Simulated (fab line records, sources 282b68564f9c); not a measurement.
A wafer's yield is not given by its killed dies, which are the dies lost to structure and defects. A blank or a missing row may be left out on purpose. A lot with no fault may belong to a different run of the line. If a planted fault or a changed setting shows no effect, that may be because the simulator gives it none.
Which tool did it? | flow rit_cmos | Sampling: 15 lots, 45 wafers, 2 of 202 route steps

WHAT EACH GAUGE READ, for each wafer
No reading from a measuring or inspecting step in the record can be judged against a usual standard deviation.

EACH LOT AND THE TOOL THAT RAN IT (in order: tool; ch and the chambers of the sampled wafers; start)
lot  | RIT_M1_STRIP_14                     | RIT_M1_PROBE_99
L828 | plasma_asher-03 ch 0,1, day 3 09:31 | prober-01, day 3 12:47
L829 | plasma_asher-03 ch 0,1, day 3 11:47 | prober-02, day 3 14:20
L830 | plasma_asher-03 ch 0,1, day 3 16:38 | prober-01, day 3 19:28
L831 | plasma_asher-04 ch 0,1, day 3 23:31 | prober-02, day 4 02:02
L832 | plasma_asher-02 ch 0,1, day 4 03:04 | prober-01, day 4 06:06
L833 | plasma_asher-03 ch 0,1, day 4 08:50 | prober-02, day 4 10:49
L835 | plasma_asher-02 ch 0,1, day 4 21:43 | prober-02, day 4 23:40
L836 | plasma_asher-04 ch 0,1, day 5 03:43 | prober-01, day 5 06:16
L837 | plasma_asher-04 ch 0,1, day 5 07:37 | prober-01, day 5 09:34
L838 | plasma_asher-04 ch 0,1, day 5 12:19 | prober-02, day 5 14:25
L839 | plasma_asher-03 ch 0,1, day 5 17:30 | prober-01, day 5 19:25
L840 | plasma_asher-03 ch 0,1, day 5 21:15 | prober-02, day 5 23:10
L842 | plasma_asher-03 ch 0,1, day 6 08:53 | prober-02, day 6 10:48
L846 | plasma_asher-03 ch 0,1, day 7 03:58 | prober-02, day 7 05:52
L847 | plasma_asher-03 ch 0,1, day 7 07:14 | prober-01, day 7 09:40
- RIT_M1_STRIP_14: strips in O2, time 180 s.
- RIT_M1_PROBE_99

AS READ BY THE TOOLS THEMSELVES (means over the sampled wafers that have a number; for cases with no such wafer, the mark the record gives instead)
RIT_M1_STRIP_14. Usual: drypump_motor_current_A 6.1 A, standard deviation 0.57; rf_refl_power_W 6.1 W, standard deviation 1.2.
lot  | tool            | drypump_motor_current_A (A) | rf_refl_power_W (W) | flag
L828 | plasma_asher-03 | 6.3                         | 5.6                 |
L829 | plasma_asher-03 | 6.3                         | 5.6                 |
L830 | plasma_asher-03 | 6.3                         | 5.5                 |
L831 | plasma_asher-04 | 6.5                         | 7.3                 |
L832 | plasma_asher-02 | 5.6                         | 5.1                 |
L833 | plasma_asher-03 | 5.9                         | 5.9                 |
L835 | plasma_asher-02 | 5.5                         | 5.1                 |
L836 | plasma_asher-04 | 6.5                         | 8.3                 |
L837 | plasma_asher-04 | 6.5                         | 8.1                 |
L838 | plasma_asher-04 | 6.6                         | 7.3                 |
L839 | plasma_asher-03 | 5.9                         | 5.9                 |
L840 | plasma_asher-03 | 6.3                         | 5.5                 |
L842 | plasma_asher-03 | 6.3                         | 5.7                 |
L846 | plasma_asher-03 | 5.9                         | 5.8                 |
L847 | plasma_asher-03 | 5.8                         | 5.9                 |

RIT_M1_PROBE_99. Usual: defect_limited_yield 97.5 %, standard deviation 1.2; killed_at_M0_to_M3 0.0, standard deviation 0.083; killed_at_contacts 0.1, standard deviation 0.24; killed_at_front_end 7, standard deviation 3.1; killed_dies 7, standard deviation 3.1; killed_on_rim 1.8, standard deviation 1.4; killed_open 3.3, standard deviation 2; killed_short 3.4, standard deviation 2.1; sort_bin_3_pad_short 0.1 %, standard deviation 0.21; sort_bin_5_function 1.4 %, standard deviation 0.79; sort_bin_6_memory 1.0 %, standard deviation 0.65; sort_n_pass 257, standard deviation 3.1; sort_yield_pct 97.5 %, standard deviation 1.2.
lot  | tool      | defect_limited_yield (%) | killed_at_M0_to_M3 | killed_at_contacts | killed_at_front_end | killed_dies | killed_on_rim | killed_open | killed_short | sort_bin_3_pad_short (%) | sort_bin_5_function (%) | sort_bin_6_memory (%) | sort_n_pass | sort_yield_pct (%) | flag
L828 | prober-01 | 98.0                     | 0.0                | 0.0                | 5                   | 5           | 1.0           | 2.3         | 3.0          | 0.3                      | 1.4                     | 0.4                   | 259         | 98.0               |
L829 | prober-02 | 96.7                     | 0.0                | 0.0                | 9                   | 9           | 2.0           | 3.7         | 5.0          | 0.4                      | 1.3                     | 1.6                   | 255         | 96.7               |
L830 | prober-01 | 96.7                     | 0.0                | 0.0                | 9                   | 9           | 3.0           | 4.7         | 4.0          | 0.1                      | 2.4                     | 0.8                   | 255         | 96.7               |
L831 | prober-02 | 96.3                     | 0.0                | 0.3                | 9                   | 10          | 3.7           | 4.3         | 5.3          | 0.1                      | 2.1                     | 1.4                   | 254         | 96.3               |
L832 | prober-01 | 98.0                     | 0.0                | 0.3                | 5                   | 5           | 1.7           | 3.7         | 1.7          | 0.1                      | 1.4                     | 0.5                   | 259         | 98.0               |
L833 | prober-02 | 96.5                     | 0.0                | 0.0                | 9                   | 9           | 2.7           | 3.3         | 6.0          | 0.3                      | 1.9                     | 1.4                   | 255         | 96.5               |
L835 | prober-02 | 98.7                     | 0.0                | 0.0                | 3                   | 3           | 1.3           | 1.7         | 1.7          | 0.0                      | 1.0                     | 0.3                   | 261         | 98.7               |
L836 | prober-01 | 97.3                     | 0.0                | 0.0                | 7                   | 7           | 1.7           | 3.0         | 4.0          | 0.3                      | 1.3                     | 1.1                   | 257         | 97.3               |
L837 | prober-01 | 98.0                     | 0.0                | 0.0                | 5                   | 5           | 1.7           | 3.3         | 2.0          | 0.4                      | 1.0                     | 0.6                   | 259         | 98.0               |
L838 | prober-02 | 97.4                     | 0.0                | 0.0                | 7                   | 7           | 2.3           | 1.3         | 5.3          | 0.0                      | 1.5                     | 1.0                   | 257         | 97.4               |
L839 | prober-01 | 98.4                     | 0.0                | 0.0                | 4                   | 4           | 2.0           | 3.0         | 1.3          | 0.3                      | 0.8                     | 0.6                   | 260         | 98.4               |
L840 | prober-02 | 97.5                     | 0.0                | 0.0                | 7                   | 7           | 1.3           | 3.3         | 3.3          | 0.1                      | 1.6                     | 0.8                   | 257         | 97.5               |
L842 | prober-02 | 92.8                     | 11.7               | 0.0                | 7                   | 19          | 6.3           | 4.3         | 3.0          | 1.7                      | 4.0                     | 1.5                   | 245         | 92.8               | OFF
L846 | prober-02 | 95.8                     | 5.7                | 0.3                | 5                   | 11          | 4.0           | 2.3         | 3.0          | 0.9                      | 2.5                     | 0.8                   | 253         | 95.8               | OFF
L847 | prober-01 | 94.6                     | 5.7                | 0.0                | 9                   | 14          | 6.7           | 4.0         | 4.7          | 1.0                      | 3.0                     | 1.4                   | 250         | 94.6               | OFF

THE ANSWER, worked out from the rows above alone
Rule: a lot counts as off when the mean over its wafers that have a number is more than 3 standard deviations away from the usual mean. Also off: a lot with no number at a reading for which 4 or more lots have one. Any other lot the step has rows for is counted as sound. First the gauges in route order, then the tools' own readings, where a lot's mean is used as printed above. The first step at which some lot is off is used, and at that step the reading that is off furthest; a lot without a number counts as furthest.
Off: L842, L846, L847, at RIT_M1_PROBE_99 (killed_at_M0_to_M3).
A tool fits if, at that step or a process step before it, it ran every lot that is off, and no sound lot after the first of them. One fits: RIT_M1_STRIP_14 on plasma_asher-03. Its last sound lot is L840 (day 5 21:15), its first lot that is off L842 (day 6 08:53): a fault that began between those two fits.

WHAT THE SIMULATOR HAD PUT IN
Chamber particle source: plasma_asher-03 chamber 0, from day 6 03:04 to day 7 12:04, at RIT_M1_STRIP_14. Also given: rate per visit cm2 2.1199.
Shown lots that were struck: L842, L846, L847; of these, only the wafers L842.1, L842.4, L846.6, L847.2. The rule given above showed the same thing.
